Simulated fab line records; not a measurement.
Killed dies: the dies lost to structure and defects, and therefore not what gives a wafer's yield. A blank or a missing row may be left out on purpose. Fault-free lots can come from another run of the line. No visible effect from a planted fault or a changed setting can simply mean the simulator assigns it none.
What tool caused it? :: flow berkeley-cmos170 :: Sampling: 14 lots, 42 wafers, 2 of 331 route steps

## WHAT THE GAUGES SHOWED, per wafer
UCB170_CONTACT_CD_MEAS_15: target cd 700 nm.
lot: L326
measured: day 8 03:38
on: cd-sem-02
cd-nm (nm): 698.1 698.0 698.8

lot: L329
measured: day 8 21:17
on: cd-sem-02
cd-nm (nm): 700.9 699.8 700.6

lot: L330
measured: day 9 07:40
on: cd-sem-02
cd-nm (nm): 698.5 699.1 699.2

lot: L333
measured: day 9 10:04
on: cd-sem-02
cd-nm (nm): 699.8 699.9 700.6

lot: L332
measured: day 9 10:22
on: cd-sem-02
cd-nm (nm): 702.3 702.3 701.5

lot: L337
measured: day 10 06:02
on: cd-sem-02
cd-nm (nm): 698.7 697.7 698.4

lot: L336
measured: day 10 07:01
on: cd-sem-01
cd-nm (nm): 696.6 698.4 698.2

lot: L339
measured: day 10 20:02
on: cd-sem-02
cd-nm (nm): 700.1 700.1 699.2

lot: L340
measured: day 11 01:04
on: cd-sem-02
cd-nm (nm): 701.1 699.8 701.2

lot: L342
measured: day 11 01:28
on: cd-sem-01
cd-nm (nm): 699.5 699.6 699.7

lot: L343
measured: day 11 01:42
on: cd-sem-01
cd-nm (nm): 699.5 698.3 699.0

lot: L344
measured: day 11 04:29
on: cd-sem-02
cd-nm (nm): 682.0 683.5 682.7

lot: L348
measured: day 12 18:52
on: cd-sem-02
cd-nm (nm): 686.3 686.3 686.5

lot: L349
measured: day 12 19:14
on: cd-sem-01
cd-nm (nm): 700.5 701.3 701.0

## WHAT TOOL EACH LOT RAN ON (gives the tool, then ch and the chambers of the sampled wafers, and finally the start)
lot: L326
UCB170_CONTACT_PEB_13: litho-track-04 ch 0, day 8 03:22

lot: L329
UCB170_CONTACT_PEB_13: litho-track-02 ch 0, day 8 21:01

lot: L330
UCB170_CONTACT_PEB_13: litho-track-02 ch 0, day 9 07:23

lot: L333
UCB170_CONTACT_PEB_13: litho-track-02 ch 0, day 9 09:48

lot: L332
UCB170_CONTACT_PEB_13: litho-track-02 ch 0, day 9 10:06

lot: L337
UCB170_CONTACT_PEB_13: litho-track-01 ch 0, day 10 05:46

lot: L336
UCB170_CONTACT_PEB_13: litho-track-04 ch 0, day 10 06:45

lot: L339
UCB170_CONTACT_PEB_13: litho-track-01 ch 0, day 10 19:46

lot: L340
UCB170_CONTACT_PEB_13: litho-track-02 ch 0, day 11 00:47

lot: L342
UCB170_CONTACT_PEB_13: litho-track-04 ch 0, day 11 01:13

lot: L343
UCB170_CONTACT_PEB_13: litho-track-02 ch 0, day 11 01:26

lot: L344
UCB170_CONTACT_PEB_13: litho-track-01 ch 0, day 11 04:00

lot: L348
UCB170_CONTACT_PEB_13: litho-track-01 ch 0, day 12 18:34

lot: L349
UCB170_CONTACT_PEB_13: litho-track-02 ch 0, day 12 18:58
- UCB170_CONTACT_PEB_13

## AS READ BY THE TOOLS THEMSELVES (means over the sampled wafers that have a number; for cases with no such wafer, the mark the record gives instead)
UCB170_CONTACT_PEB_13.
lot: L326
tool: litho-track-04
heater-power-total-W (W): 56.83
plate-temp-C (C): 130.03

lot: L329
tool: litho-track-02
heater-power-total-W (W): 56.81
plate-temp-C (C): 129.99

lot: L330
tool: litho-track-02
heater-power-total-W (W): 56.79
plate-temp-C (C): 129.98

lot: L333
tool: litho-track-02
heater-power-total-W (W): 56.80
plate-temp-C (C): 129.95

lot: L332
tool: litho-track-02
heater-power-total-W (W): 56.78
plate-temp-C (C): 129.91

lot: L337
tool: litho-track-01
heater-power-total-W (W): 56.80
plate-temp-C (C): 129.94

lot: L336
tool: litho-track-04
heater-power-total-W (W): 56.87
plate-temp-C (C): 130.10

lot: L339
tool: litho-track-01
heater-power-total-W (W): 56.83
plate-temp-C (C): 130.07

lot: L340
tool: litho-track-02
heater-power-total-W (W): 56.74
plate-temp-C (C): 130.10

lot: L342
tool: litho-track-04
heater-power-total-W (W): 56.81
plate-temp-C (C): 130.07

lot: L343
tool: litho-track-02
heater-power-total-W (W): 56.80
plate-temp-C (C): 130.02

lot: L344
tool: litho-track-01
heater-power-total-W (W): 55.45
plate-temp-C (C): 127.70

lot: L348
tool: litho-track-01
heater-power-total-W (W): 55.44
plate-temp-C (C): 127.66

lot: L349
tool: litho-track-02
heater-power-total-W (W): 56.81
plate-temp-C (C): 129.90

## THE ANSWER, worked out from the rows above alone
Rule: the lots themselves supply what counts as usual. Put in order of their means at a reading, lots are off if they are a third of the lots or fewer, leave a main group of 4 or more, and stand apart from it by a gap of 3 or more times the standard deviation of the main group's means; of several such gaps the widest counts. The tables above print the reading to a certain number of digits; a main group whose means all agree to those digits is not used. A lot without any number at a reading at which 4 lots or more have one is off too. Where the step has rows for the other lots, those lots are counted as sound. Order of review: gauges by route order, followed by the tools' own readings, for which a lot's mean as printed above is used. The first step at which some lot is off is used, and at that step the reading that is off furthest; a lot without a number counts as furthest.
Off at UCB170_CONTACT_CD_MEAS_15 (cd-nm): L344, L348. The main group: mean 699.6 nm, standard deviation 1.2.
If a tool, at a process step before that reading, ran all the lots that are off and no sound lot after the first of them, it fits. Not tried: the gauges at UCB170_CONTACT_CD_MEAS_15; whatever is off there is also off at UCB170_CONTACT_PEB_13, on other tools, and gauge error can't account for it. One fits: UCB170_CONTACT_PEB_13 on litho-track-01. A fault onset in the window from L339 (day 10 19:46, its last sound lot) to L344 (day 11 04:00, its first lot off) fits.
The tool's own readings at UCB170_CONTACT_PEB_13 bear it out: on the lots that are off they differ by more than 5 times the standard deviation of the sound lots' means. heater-power-total-W reads 55.45 W there against 56.81 W on the sound lots; plate-temp-C reads 127.68 C there against 130.00 C on the sound lots.

## WHAT HAD BEEN PUT IN BY THE SIMULATOR
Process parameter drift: litho-track-01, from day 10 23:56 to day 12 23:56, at UCB170_CONTACT_PEB_13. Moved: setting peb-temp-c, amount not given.
Struck lots among those shown: L344, L348. The rule given above showed the same thing.
